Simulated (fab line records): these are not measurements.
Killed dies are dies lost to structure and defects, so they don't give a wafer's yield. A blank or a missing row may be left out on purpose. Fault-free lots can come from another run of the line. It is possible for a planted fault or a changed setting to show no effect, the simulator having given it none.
A lot that was struck, set against a sound lot	flow berkeley-cmos170	15 steps out of a route of 331
Sound: the wafers L941.1, L941.3, L941.5. Struck: wafers L952.3, L952.4, L952.5. The cause is given at the end.
Each step with rows lists, per side, the tool, then ch with its chambers, then its first start. Under that, the readings that differ: sound wafers	struck wafers	difference of the means	sigmas: that difference in standard deviations of wafers without a fault.
alike: words and numbers the same on both sides, and readings whose means are apart by under 2 such deviations; not compared: readings that were withheld, readings missing a value for some wafer, numbers with overlapping values and no deviation given by the record, and bounds like >300 which may hide the same value.
A row with sigmas, a row that says differs or no value, or rows on one side alone: a step with any of these is where the two part. When numbers do not overlap yet have no deviation, they are printed without sigmas and do not part them. A reading that every wafer of one side lacks parts them only if that side has two wafers or more.

first, 2 steps without rows for these wafers: UCB170_GATE_ANNEAL_03 (time 1800 s); UCB170_GATE_CVD_04 (deposits poly-Si from SiH4, time 1440 s, target thk 214 nm).
UCB170_GATE_THK_MEAS_05:
  sound on film-metro-04, day 7 06:23; struck on film-metro-03, day 8 20:33
  alike: GATE_POLY_THK
then, 6 steps without rows for these wafers: UCB170_GATE_COAT_06; UCB170_GATE_COAT_07 (resist thk 900 nm); UCB170_GATE_SOFTBAKE_08 (time 60 s); UCB170_GATE_EXPOSE_09 (exposes mask POLY, target cd 350 nm); UCB170_GATE_PEB_10; UCB170_GATE_DEVELOP_11 (develop time 45 s).
UCB170_GATE_CD_MEAS_12 targets a cd of 350 nm.
  sound on cd-sem-01, day 7 09:20; struck on cd-sem-02, day 8 22:08
  alike: cd-nm
UCB170_GATE_OVL_MEAS_13:
  sound on overlay-01, day 7 09:27; struck on overlay-01, day 8 22:14
  alike: GATE_OVL
UCB170_GATE_ETCH_14: etches BARC in N2/H2.
  sound on rie-diel-04 ch 2,3, day 7 09:29; struck on rie-diel-02 ch 1,3, day 8 22:15
  alike: drypump-motor-current-A, oes-product-au, throttle-valve-pct
UCB170_GATE_ETCH_15: etches poly-Si in HBr/Cl2, stops on SiO2, time 56.3 s, target depth 278.2 nm.
  sound on rie-si-01 ch 0,1, day 7 09:32; struck on rie-si-02 ch 1,2,3, day 8 22:17
reading	sound	struck	difference	sigmas
oes-product-au (a.u.)	0.822 0.830 0.827	0.958 0.955 0.930	+0.121	+7
over-etch-frac	0.3 0.3 0.3	0.06 0.06 0.06	-0.24	
model.KrF_of_GATE_COAT_07.thk-nm (nm)	773.2 779 776.6	799.5 794.7 795.4	+20.3	
  alike: drypump-motor-current-A, throttle-valve-pct
  not compared: rf-hours-counter-h
UCB170_GATE_STRIP_16: strips in O2.
  sound on plasma-asher-04 ch 1, day 7 09:34; struck on plasma-asher-01 ch 0,1, day 8 22:23
  alike: drypump-motor-current-A, oes-product-au
  not compared: rf-hours-counter-h
UCB170_M3_PROBE_99:
  sound on prober-01, day 9 00:24; struck on prober-01, day 10 17:13
reading	sound	struck	difference	sigmas
model.etest.pldd.rs-ohm-sq	1113 1131 1132	1179 1173 1160	+45	
model.etest.poly-comb-over-steps.leak-log10-a-um	-12.74 -12.81 -12.75	-4.229 -4.157 -4.037	+8.626	
model.etest.antenna-poly.vt-shift-v (V)	-0.009325 -0.006442 -0.007521	-0.00624 -0.001692 -0.004941	+0.00347	
  alike: model.etest.poly-comb-over-steps.over-limit
  not compared: model.etest.pldd.line-ohm-um, model.etest.nldd.rs-ohm-sq

## WHERE THEY PART
Only at UCB170_GATE_ETCH_15, as far as this record shows. Later steps at which nothing parts them and some readings are alike: UCB170_GATE_STRIP_16, UCB170_M3_PROBE_99.

WHY: whatever the simulator had introduced
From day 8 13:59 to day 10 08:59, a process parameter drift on rie-si-02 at UCB170_GATE_ETCH_15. Setting over-etch-frac, moved by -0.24, from 0.3.
